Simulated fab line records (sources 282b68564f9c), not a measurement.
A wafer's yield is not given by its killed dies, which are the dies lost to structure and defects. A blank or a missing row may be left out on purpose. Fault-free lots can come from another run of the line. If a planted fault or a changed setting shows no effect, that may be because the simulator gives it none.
A single fault, viewed from 2 desks | flow rit cmos | numbers are kept per desk, each desk with only its own; the story behind them comes last

## TOOL OWNER'S DESK, pvd sputter-02
The tool's own readings at RIT_M1_SPUTTER_00 (material Al, target thk 400 nm, time 500 s): means of the sampled wafers that have a number, for each lot that ran on this tool. If a lot's mean is further than 4 standard deviations from the usual mean, the lot is out of limits and carries the mark OUT (the distance appears in the brackets).
Columns: A = chamber pressure pa at RIT_M1_SPUTTER_00, usual 0.4000 Pa; B = substrate temp c at RIT_M1_SPUTTER_00, usual 25.00 C; C = throttle valve pct at RIT_M1_SPUTTER_00, usual 30.3 %
lot  | first seen here | A                | B     | C
L590 | day 5 16:47     | 0.4004           | 25.05 | 30.6
L595 | day 6 07:34     | 0.3876 (-15) OUT | 25.04 | 31.0
L597 | day 6 18:04     | 0.3768 (-29) OUT | 24.87 | 32.4
This desk's verdict: out of limits on L595, L597, starting with L595 at day 6 07:34 (chamber pressure pa at RIT_M1_SPUTTER_00). Within limits: L590.

## METROLOGY DESK
Means of the sampled wafers that have a number, per lot and without regard to the tool the lot ran on: this is what the gauges read. If a lot's mean is further than 4 standard deviations from the usual mean, the lot is out of limits and carries the mark OUT (the distance appears in the brackets).
Columns: A = cd nm at RIT_CONTACT_CD_MEAS_08, usual 999.5 nm; B = CONTACT_OVL at RIT_CONTACT_OVL_MEAS_09, usual -0.2 nm; C = cd nm at RIT_CONTACT_CD_MEAS_90, usual 999.4 nm; D = M1_AL_RS at RIT_M1_RS_MEAS_01, usual 0.0735 ohm/sq; E = M1_AL_THK at RIT_M1_THK_MEAS_02, usual 399 nm; F = cd nm at RIT_M1_CD_MEAS_09, usual 2601.0 nm; G = M1_OVL at RIT_M1_OVL_MEAS_10, usual 0.2 nm
lot  | first seen here | A      | B    | C      | D      | E   | F      | G
L582 | day 3 16:05     | 996.6  | 0.2  | 996.5  | 0.0744 | 394 | 2600.0 | -1.0
L590 | day 5 15:36     | 1000.8 | 0.7  | 1000.5 | 0.0725 | 404 | 2601.7 | 1.0
L595 | day 6 06:25     | 1001.5 | 0.8  | 1001.6 | 0.0726 | 400 | 2602.6 | 0.1
L597 | day 6 16:55     | 1001.6 | -1.4 | 1001.6 | 0.0722 | 404 | 2600.1 | -0.1
L598 | day 6 23:16     | 993.8  | 0.5  | 993.8  | 0.0735 | 401 | 2605.2 | 0.2
L602 | day 8 00:55     | 1000.6 | -2.6 | 1000.6 | 0.0736 | 398 | 2603.5 | -1.0
Result from this desk: across the 6 lots, nothing is out of limits.

## TAKEN TOGETHER
On L595, L597, at day 6 07:34, an alarm was possible from the tool owner's desk.
The metrology desk saw nothing out of limits.
The metrology desk has L595, L597 on record, within its limits.
Every lot named ran RIT_M1_SPUTTER_00 on pvd sputter-02.

## WHAT THE SIMULATOR HAD PUT IN
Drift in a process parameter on pvd sputter-02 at RIT_M1_SPUTTER_00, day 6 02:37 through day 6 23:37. The setting chamber pressure pa was moved by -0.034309, starting from 0.4. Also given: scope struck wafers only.
Lots struck among those shown: L595, L597.
Hours from the fault's start to each desk's first reading out of limits: the tool owner's desk, 5.
